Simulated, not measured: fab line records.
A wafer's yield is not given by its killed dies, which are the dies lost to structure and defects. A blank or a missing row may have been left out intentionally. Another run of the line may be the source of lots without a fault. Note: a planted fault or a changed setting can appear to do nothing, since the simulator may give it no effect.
The tool behind it: which one? ; flow berkeleyCmos170 ; Sampling: 14 lots, 42 wafers, 6 of 331 route steps

WHAT THE GAUGES READ, wafer by wafer
UCB170_PWELL_THK_MEAS_06.
lot;measured;on;PWELL_NITRIDE_THK (nm)
L979;day 2 18:00;filmMetro-01;220.3 220.2 219.5
L981;day 3 06:14;filmMetro-01;220.3 218.5 219.0
L982;day 3 15:52;filmMetro-03;218.6 215.1 218.1
L983;day 4 00:29;filmMetro-01;218.7 218.5 219.8
L984;day 4 00:29;filmMetro-04;217.9 219.0 219.8
L985;day 4 07:37;filmMetro-03;221.2 220.4 219.9
L986;day 4 15:35;filmMetro-03;219.2 218.6 218.5
L989;day 5 05:50;filmMetro-01;217.4 219.1 217.5
L991;day 5 13:41;filmMetro-03;218.4 217.0 219.9
L992;day 5 13:40;filmMetro-04;217.0 217.1 214.4
L998;day 7 01:37;filmMetro-04;218.1 220.3 220.6
L100;day 7 09:38;filmMetro-01;402.3 402.6 403.0
L101;day 7 09:42;filmMetro-04;401.8 402.4 402.9
L102;day 7 23:31;filmMetro-01;219.9 220.6 221.2

UCB170_ACTIVE_THK_MEAS_03.
lot;measured;on;ACTIVE_OXIDE_THK (nm)
L979;day 3 15:29;filmMetro-03;26.1 26.5 26.6
L981;day 4 04:58;filmMetro-03;26.4 26.6 26.5
L982;day 4 12:04;filmMetro-03;25.9 25.9 25.8
L983;day 4 20:58;filmMetro-03;27.3 27.1 27.3
L984;day 4 20:58;filmMetro-01;26.2 26.3 26.1
L985;day 5 05:17;filmMetro-03;26.7 26.3 26.3
L986;day 5 13:53;filmMetro-01;26.7 26.6 26.5
L989;day 6 05:12;filmMetro-03;26.2 26.3 26.3
L991;day 6 10:37;filmMetro-02;25.9 26.0 26.1
L992;day 6 10:37;filmMetro-01;26.8 27.4 26.7
L998;day 7 21:31;filmMetro-03;26.8 25.5 26.2
L102;day 9 02:14;filmMetro-03;26.5 26.4 26.8

UCB170_PFIELD_OVL_MEAS_06.
lot;measured;on;PFIELD_OVL (nm)
L979;day 4 04:39;overlay-01;-2 0 0
L981;day 4 14:44;overlay-02;6 -3 -2
L982;day 4 20:22;overlay-01;-1 2 3
L983;day 5 07:22;overlay-01;-2 5 4
L984;day 5 07:32;overlay-01;6 8 5
L985;day 5 14:21;overlay-01;8 0 4
L986;day 6 00:02;overlay-02;-5 2 0
L989;day 6 14:55;overlay-02;2 2 -4
L991;day 6 20:45;overlay-02;-2 -4 4
L992;day 6 21:01;overlay-01;4 5 8
L998;day 8 07:13;overlay-02;0 0 1
L102;day 9 14:58;overlay-01;4 6 5

UCB170_PLDD_CD_MEAS_06: the cd target is 1200 nm.
lot;measured;on;cdNm (nm)
L979;day 6 02:13;cdSem-02;1199.6 1199.8 1199.6
L981;day 6 12:54;cdSem-01;1199.9 1200.6 1200.4
L982;day 6 23:03;cdSem-02;1200.1 1199.8 1199.9
L983;day 7 07:01;cdSem-02;1199.6 1199.2 1199.5
L984;day 7 07:16;cdSem-02;1199.0 1198.8 1198.2
L985;day 7 17:25;cdSem-01;1199.2 1199.9 1199.2
L986;day 8 06:13;cdSem-01;1198.5 1198.5 1198.3
L989;day 8 15:10;cdSem-01;1195.7 1198.3 1197.5
L991;day 8 22:21;cdSem-02;1200.1 1201.1 1201.4
L992;day 8 21:56;cdSem-02;1200.2 1200.5 1200.4
L998;day 9 20:34;cdSem-02;1200.8 1198.2 1198.6
L102;day 11 12:28;cdSem-01;1198.5 1198.0 1198.8

WHAT TOOL EACH LOT RAN ON (gives the tool, then ch and the chambers of the sampled wafers, and finally the start)
lot;UCB170_PWELL_CVD_05;UCB170_PWELL_ETCH_14
L979;lpcvd-02 ch 0, day 2 16:05;rieDiel-02 ch 1,2,3, day 2 19:59
L981;lpcvd-01 ch 1, day 3 04:17;rieDiel-01 ch 0,2,3, day 3 07:09
L982;lpcvd-01 ch 1, day 3 13:56;rieDiel-02 ch 0,1,3, day 3 17:09
L983;lpcvd-01 ch 1, day 3 22:33;rieDiel-01 ch 1,3, day 4 02:49
L984;lpcvd-01 ch 1, day 3 22:33;rieDiel-04 ch 1,2,3, day 4 02:35
L985;lpcvd-01 ch 1, day 4 05:42;rieDiel-02 ch 0,3, day 4 08:52
L986;lpcvd-01 ch 1, day 4 13:40;rieDiel-04 ch 0,2,3, day 4 16:39
L989;lpcvd-02 ch 1, day 5 03:50;rieDiel-04 ch 0,2,3, day 5 07:50
L991;lpcvd-02 ch 0, day 5 11:45;rieDiel-02 ch 0,1, day 5 14:37
L992;lpcvd-02 ch 1, day 5 11:45;rieDiel-04 ch 0,2, day 5 14:51
L998;lpcvd-02 ch 1, day 6 23:41;rieDiel-01 ch 2,3, day 7 03:02
L100;lpcvd-01 ch 0, day 7 07:43;rieDiel-04 ch 0,2,3, day 7 10:56
L101;lpcvd-01 ch 0, day 7 07:43;rieDiel-01 ch 1,2, day 7 11:13
L102;lpcvd-01 ch 1, day 7 21:37;rieDiel-02 ch 0,1,2, day 8 00:56
- UCB170_PWELL_CVD_05: deposits Si3N4 from SiH2Cl2/NH3, target thk 220 nm, time 3300 s.
- UCB170_PWELL_ETCH_14: etches Si3N4 in CH3F/Ar/O2, stops on SiO2, target depth 242 nm, time 151 s.

WHAT THE TOOLS THEMSELVES READ (means of the sampled wafers that have a number; where no wafer has one, the mark that the record gives instead)
UCB170_PWELL_ETCH_14.
lot;tool;drypumpMotorCurrentA (A);oesProductAu (a.u.);throttleValvePct (%)
L979;rieDiel-02;5.6;0.946;7.91
L981;rieDiel-01;5.6;0.954;8.16
L982;rieDiel-02;5.4;0.927;7.98
L983;rieDiel-01;5.5;0.951;8.01
L984;rieDiel-04;5.6;0.932;7.96
L985;rieDiel-02;5.3;0.944;8.00
L986;rieDiel-04;5.6;0.935;7.86
L989;rieDiel-04;5.6;0.937;7.86
L991;rieDiel-02;5.3;0.929;7.97
L992;rieDiel-04;5.2;0.929;7.91
L998;rieDiel-01;5.4;0.939;8.12
L100;rieDiel-04;5.6;1.010;7.87
L101;rieDiel-01;5.7;1.019;8.07
L102;rieDiel-02;5.5;0.946;7.89

THE ANSWER, worked out from the rows above alone
Rule: the lots themselves supply what counts as usual. The widest of any qualifying gaps counts: lots, ordered by their means at a reading, are off when they make up no more than a third of the lots, leave a main group of 4 or more, and stand apart from it by 3 or more times the standard deviation of that group's means. The tables above print the reading to a certain number of digits; a main group whose means all agree to those digits is not used. A lot without any number at a reading at which 4 lots or more have one is off too. The other lots that the step has rows for count as sound. Order of review: gauges by route order, followed by the tools' own readings, for which a lot's mean as printed above is used. The first step at which some lot is off is used, and at that step the reading that is off furthest; a lot without a number counts as furthest.
Off: at UCB170_PWELL_THK_MEAS_06 (PWELL_NITRIDE_THK), L100, L101. The main group has a mean of 218.9 nm with a standard deviation of 1.2.
If a tool, at a process step before that reading, ran all the lots that are off and no sound lot after the first of them, it fits. Not tried: the gauges at UCB170_PWELL_THK_MEAS_06; whatever is off there is also off at UCB170_PWELL_ETCH_14, on other tools, and gauge error can't account for it. Of those tried, none fits.

WHAT WAS PUT IN BY THE SIMULATOR
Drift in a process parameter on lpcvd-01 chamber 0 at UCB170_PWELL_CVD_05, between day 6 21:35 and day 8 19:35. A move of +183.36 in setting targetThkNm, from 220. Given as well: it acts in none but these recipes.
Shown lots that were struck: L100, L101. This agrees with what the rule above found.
